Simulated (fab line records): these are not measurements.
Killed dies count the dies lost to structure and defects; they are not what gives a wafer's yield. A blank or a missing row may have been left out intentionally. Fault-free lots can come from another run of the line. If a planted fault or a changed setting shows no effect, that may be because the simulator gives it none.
Which tool is to blame? :: flow rit cmos :: 13 lots with 39 wafers sampled at 2 steps, on a route of 202 steps

== WHAT THE GAUGES SHOWED, per wafer ==
The record lacks any reading of a measuring or inspecting step that a usual standard deviation could be used to judge.

== EACH LOT AND THE TOOL THAT RAN IT (in order: tool; ch and the chambers of the sampled wafers; start) ==
lot: L673
RIT_PLDD_STRIP_09: plasma asher-01 ch 1, day 3 00:22
RIT_M1_PROBE_99: -

lot: L674
RIT_PLDD_STRIP_09: plasma asher-02 ch 0,1, day 3 00:37
RIT_M1_PROBE_99: -

lot: L675
RIT_PLDD_STRIP_09: plasma asher-03 ch 0,1, day 3 08:22
RIT_M1_PROBE_99: -

lot: L676
RIT_PLDD_STRIP_09: plasma asher-02 ch 0, day 3 11:59
RIT_M1_PROBE_99: prober-02, day 4 01:39

lot: L678
RIT_PLDD_STRIP_09: plasma asher-01 ch 0,1, day 3 23:37
RIT_M1_PROBE_99: -

lot: L679
RIT_PLDD_STRIP_09: plasma asher-03 ch 0, day 4 04:22
RIT_M1_PROBE_99: prober-01, day 4 18:14

lot: L680
RIT_PLDD_STRIP_09: plasma asher-02 ch 0,1, day 4 11:40
RIT_M1_PROBE_99: prober-02, day 5 01:17

lot: L681
RIT_PLDD_STRIP_09: plasma asher-02 ch 0,1, day 4 15:21
RIT_M1_PROBE_99: prober-01, day 5 05:34

lot: L683
RIT_PLDD_STRIP_09: plasma asher-02 ch 0,1, day 5 05:22
RIT_M1_PROBE_99: prober-01, day 5 19:00

lot: L684
RIT_PLDD_STRIP_09: plasma asher-02 ch 0,1, day 5 10:25
RIT_M1_PROBE_99: prober-02, day 6 00:01

lot: L685
RIT_PLDD_STRIP_09: plasma asher-03 ch 0,1, day 5 10:44
RIT_M1_PROBE_99: prober-01, day 6 02:44

lot: L687
RIT_PLDD_STRIP_09: plasma asher-01 ch 0,1, day 5 23:57
RIT_M1_PROBE_99: -

lot: L689
RIT_PLDD_STRIP_09: plasma asher-01 ch 0,1, day 6 05:19
RIT_M1_PROBE_99: prober-01, day 6 18:44
- RIT_PLDD_STRIP_09: strips in O2, time 180 s.
- RIT_M1_PROBE_99

== AS READ BY THE TOOLS THEMSELVES (means over the sampled wafers that have a number; for cases with no such wafer, the mark the record gives instead) ==
RIT_PLDD_STRIP_09. Usual: drypump motor current A 5.6 A, standard deviation 0.38; rf refl power W 6.7 W, standard deviation 1.2; run length s 208.2 s, standard deviation 0.49.
lot: L673
tool: plasma asher-01
drypump motor current A (A): 5.5
rf refl power W (W): 7.5
run length s (s): 208.2
flag: 

lot: L674
tool: plasma asher-02
drypump motor current A (A): 6.1
rf refl power W (W): 6.2
run length s (s): 208.0
flag: 

lot: L675
tool: plasma asher-03
drypump motor current A (A): 5.4
rf refl power W (W): 6.2
run length s (s): 208.1
flag: 

lot: L676
tool: plasma asher-02
drypump motor current A (A): 6.4
rf refl power W (W): 7.1
run length s (s): 208.2
flag: 

lot: L678
tool: plasma asher-01
drypump motor current A (A): 5.4
rf refl power W (W): 7.7
run length s (s): 208.3
flag: 

lot: L679
tool: plasma asher-03
drypump motor current A (A): 5.5
rf refl power W (W): 4.9
run length s (s): 207.5
flag: 

lot: L680
tool: plasma asher-02
drypump motor current A (A): 6.1
rf refl power W (W): 6.4
run length s (s): 208.3
flag: 

lot: L681
tool: plasma asher-02
drypump motor current A (A): 6.1
rf refl power W (W): 6.5
run length s (s): 208.0
flag: 

lot: L683
tool: plasma asher-02
drypump motor current A (A): 6.1
rf refl power W (W): 6.6
run length s (s): 208.3
flag: 

lot: L684
tool: plasma asher-02
drypump motor current A (A): 5.8
rf refl power W (W): 6.0
run length s (s): 207.9
flag: 

lot: L685
tool: plasma asher-03
drypump motor current A (A): 5.5
rf refl power W (W): 6.1
run length s (s): 208.1
flag: 

lot: L687
tool: plasma asher-01
drypump motor current A (A): 5.5
rf refl power W (W): 7.5
run length s (s): 208.4
flag: 

lot: L689
tool: plasma asher-01
drypump motor current A (A): 5.4
rf refl power W (W): 7.3
run length s (s): 72.3
flag: OFF

RIT_M1_PROBE_99. Usual: killed at contacts 0.1, standard deviation 0.34; killed at front end 6.6, standard deviation 2.7; killed dies 6.7, standard deviation 2.7; killed on rim 1.8, standard deviation 1.3; killed open 3.5, standard deviation 1.9; killed short 3.1, standard deviation 1.8.
lot: L676
tool: prober-02
killed at contacts: 0.0
killed at front end: 5.7
killed dies: 5.7
killed on rim: 1.7
killed open: 3.7
killed short: 2.0
flag: 

lot: L679
tool: prober-01
killed at contacts: 0.0
killed at front end: 3.0
killed dies: 3.0
killed on rim: 1.0
killed open: 0.7
killed short: 2.3
flag: 

lot: L680
tool: prober-02
killed at contacts: 0.0
killed at front end: 6.7
killed dies: 6.7
killed on rim: 1.7
killed open: 4.0
killed short: 2.7
flag: 

lot: L681
tool: prober-01
killed at contacts: 0.0
killed at front end: 6.3
killed dies: 6.3
killed on rim: 2.0
killed open: 4.0
killed short: 2.3
flag: 

lot: L683
tool: prober-01
killed at contacts: 0.0
killed at front end: 5.7
killed dies: 5.7
killed on rim: 1.7
killed open: 3.3
killed short: 2.3
flag: 

lot: L684
tool: prober-02
killed at contacts: 0.0
killed at front end: 5.3
killed dies: 5.3
killed on rim: 1.3
killed open: 2.3
killed short: 3.0
flag: 

lot: L685
tool: prober-01
killed at contacts: 0.3
killed at front end: 8.0
killed dies: 8.3
killed on rim: 1.3
killed open: 3.7
killed short: 4.7
flag: 

lot: L689
tool: prober-01
killed at contacts: 0.0
killed at front end: 264.0
killed dies: 264.0
killed on rim: 70.0
killed open: 3.0
killed short: 3.3
flag: OFF

== THE ANSWER, worked out from the rows above alone ==
Rule: a lot is off if the mean of its wafers that have a number lies more than 3 standard deviations from the usual mean. A lot without any number at a reading at which 4 lots or more have one is off too. All remaining lots with rows at the step are treated as sound. Order of review: gauges by route order, followed by the tools' own readings, for which a lot's mean as printed above is used. The first step at which some lot is off is used, and at that step the reading that is off furthest; a lot without a number counts as furthest.
Off: L689, at RIT_PLDD_STRIP_09 (run length s).
If a tool, at that step or one of the process steps before it, ran each lot that is off and ran no sound lot following the first of them, it fits. One candidate fits, namely plasma asher-01 at RIT_PLDD_STRIP_09. Its last sound lot is L687 (day 5 23:57), its first lot that is off L689 (day 6 05:19): a fault that began between those two fits.
On the lots that are off, the tool's own readings at RIT_PLDD_STRIP_09 differ by more than 5 times the standard deviation of the sound lots' means, which bears it out; run length s reads 72.3 s there versus 208.1 s on the sound lots.

== WHAT WAS PUT IN BY THE SIMULATOR ==
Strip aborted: plasma asher-01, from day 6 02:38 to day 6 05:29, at RIT_PLDD_STRIP_09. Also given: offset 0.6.
Struck lots among those shown: L689. The rule above found the same.
